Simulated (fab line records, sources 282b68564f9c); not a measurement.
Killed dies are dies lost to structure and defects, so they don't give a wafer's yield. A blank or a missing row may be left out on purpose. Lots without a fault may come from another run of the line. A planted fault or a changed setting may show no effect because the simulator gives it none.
A struck lot beside a sound one | flow rit_cmos | 20 steps out of a route of 202
Sound: wafers L852.2, L852.3, L852.5. Struck: wafers L860.1, L860.5, L860.6. The cause comes at the end.
At each step with rows: each side's tool, then ch and its chambers, then its first start. Under that, the readings that differ: sound wafers | struck wafers | difference of the means | sigmas: that difference in standard deviations of wafers without a fault.
alike: readings whose means differ by less than 2 such deviations, and words and numbers that are the same on both sides. not compared: withheld readings, readings that some wafer has no value for, bounds like >300 that may hide the same value, and numbers for which the record gives no deviation and whose values overlap.
The two part at a step that has a row with sigmas, a row that says differs or no value, or rows on one side only. Numbers that don't overlap but have no deviation are shown without sigmas and don't part them. A reading that every wafer of one side lacks parts them only if that side has two wafers or more.

first, 2 steps without rows for these wafers: RIT_NLDD_PEB_04; RIT_NLDD_DEVELOP_05 (develop time 50 s).
RIT_NLDD_OVL_MEAS_06:
  sound on overlay-01, day 2 20:54; struck on overlay-02, day 4 16:05
  reading       | sound       | struck         | difference | sigmas
  NLDD_OVL (nm) | 0.6 1.4 1.0 | -3.5 -3.2 -1.4 | -3.7       | -3
then, 2 steps without rows for these wafers: RIT_NLDD_HARDBAKE_07 (time 60 s); RIT_NLDD_IMPLANT_08.
RIT_NLDD_STRIP_09: strips in O2, time 180 s.
  sound on plasma_asher-03 ch 0, day 2 21:14; struck on plasma_asher-03 ch 0,1, day 4 16:26
  alike: drypump_motor_current_A
  not compared: rf_hours_counter_h
RIT_NLDD_TW_MEAS_10:
  sound on film_metro-03, day 2 21:25; struck on film_metro-04, day 4 16:36
  reading | sound          | struck         | difference | sigmas
  NLDD_TW | 2413 2408 2410 | 2485 2477 2481 | +71        | +2
then, 5 steps without rows for these wafers: RIT_PLDD_HMDS_00 (prime time 60 s); RIT_PLDD_COAT_01 (resist thk 1000 nm); RIT_PLDD_SOFTBAKE_02 (time 60 s); RIT_PLDD_EXPOSE_03 (exposes mask M8, target cd 40900 nm); RIT_PLDD_PEB_04.
RIT_PLDD_DEVELOP_05: develop time 50 s.
  sound on litho_track-02 ch 0, day 2 22:00; struck on litho_track-03 ch 0, day 4 17:00
  alike: exhaust_pa
RIT_PLDD_OVL_MEAS_06:
  sound on overlay-02, day 2 22:26; struck on overlay-02, day 4 17:31
  alike: PLDD_OVL
then, 2 steps without rows for these wafers: RIT_PLDD_HARDBAKE_07 (time 60 s); RIT_PLDD_IMPLANT_08.
RIT_PLDD_STRIP_09: strips in O2, time 180 s.
  sound on plasma_asher-04 ch 0,1, day 2 22:46; struck on plasma_asher-04 ch 0,1, day 4 17:51
  alike: drypump_motor_current_A
  not compared: rf_hours_counter_h
RIT_PLDD_TW_MEAS_10:
  sound on film_metro-02, day 2 22:58; struck on film_metro-04, day 4 18:01
  reading | sound          | struck   | difference | sigmas
  PLDD_TW | 2288 2287 2297 | 30 30 30 | -2261      | -90
then, 1 step without rows for these wafers: RIT_SPACER_CLEAN_00 (cleans in SC1, time 600 s).
RIT_M1_PROBE_99:
  sound on prober-02, day 3 12:49; struck on prober-01, day 5 07:39
  reading             | sound | struck      | difference | sigmas
  killed_at_M0_to_M3  | 0 0 0 | 1 0 0       | +0         | +3
  killed_at_front_end | 7 5 8 | 263 264 264 | +257       | +89
  killed_dies         | 7 5 8 | 264 264 264 | +257       | +89
  killed_on_rim       | 2 2 3 | 70 70 70    | +68        | +48
  alike: killed_open, killed_short

WHERE THEY PART
First at RIT_NLDD_OVL_MEAS_06; last, within this record, at RIT_M1_PROBE_99.

WHY: what the simulator had put in
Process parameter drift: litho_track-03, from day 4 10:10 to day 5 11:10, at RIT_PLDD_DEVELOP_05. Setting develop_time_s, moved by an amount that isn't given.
